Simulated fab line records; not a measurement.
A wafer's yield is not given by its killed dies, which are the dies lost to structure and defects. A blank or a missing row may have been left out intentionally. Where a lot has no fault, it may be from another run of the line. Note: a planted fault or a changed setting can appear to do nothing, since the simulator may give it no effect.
A single fault, viewed from 2 desks    flow berkeley cmos170    each desk has only its own numbers; what lay behind them comes last

== TOOL OWNER'S DESK, wet bench-01 ==
The tool's own readings at UCB170_WELLDRIVE_WET_ETCH_04 (etches SiO2 in BOE, time 120 s): means of the sampled wafers that have a number, for each lot that ran on this tool. The brackets show how far a lot's mean lies from the usual mean; more than 4 standard deviations puts the lot out of limits, marked OUT.
Columns: A = bath heat duty pct at UCB170_WELLDRIVE_WET_ETCH_04, usual 6.3 %; B = run length s at UCB170_WELLDRIVE_WET_ETCH_04, usual 149 s
lot   first seen here  A    B
L242  day 6 01:05      6.7  146
L248  day 7 10:14      6.7  146
L249  day 7 17:32      6.8  153
L250  day 7 17:32      6.0  154
L251  day 7 17:32      5.6  154
L252  day 7 17:32      6.1  155
L254  day 7 22:13      5.3  147
L255  day 8 14:34      5.6  147
L257  day 8 14:34      7.0  145
This desk found nothing out of limits on any of the 9 lots.

== FROM THE METROLOGY DESK ==
What the gauges read, lot by lot, whatever tool the lot ran on: means of the sampled wafers that have a number. The brackets show how far a lot's mean lies from the usual mean; more than 4 standard deviations puts the lot out of limits, marked OUT.
Columns: A = START_OXIDE_THK at UCB170_START_THK_MEAS_03, usual 20.2 nm; B = PFIELD_OVL at UCB170_PFIELD_OVL_MEAS_06, usual -2 nm
lot   first seen here  A     B
L234  day 1 16:47      20.6  -2
L236  day 2 00:09      20.4  -1
L238  day 2 08:15      20.8  5
L242  day 3 08:05      20.1  -8
L243  day 3 11:47      20.3  -
L246  day 4 02:09      20.4  -
L248  day 4 09:39      19.9  -6
L249  day 4 19:43      20.9  -2
L250  day 4 19:46      21.0  -6
L251  day 5 10:22      19.6  -3
L252  day 5 10:22      19.4  -1
L254  day 5 16:53      19.2  -5
L255  day 5 23:28      20.0  -1
L257  day 6 11:23      20.4  -3
This desk found nothing out of limits on any of the 14 lots.

== ALL TOGETHER ==
Nothing out of limits was seen by the tool owner's desk.
The metrology desk saw nothing out of limits.

== WHAT THE SIMULATOR HAD PUT IN ==
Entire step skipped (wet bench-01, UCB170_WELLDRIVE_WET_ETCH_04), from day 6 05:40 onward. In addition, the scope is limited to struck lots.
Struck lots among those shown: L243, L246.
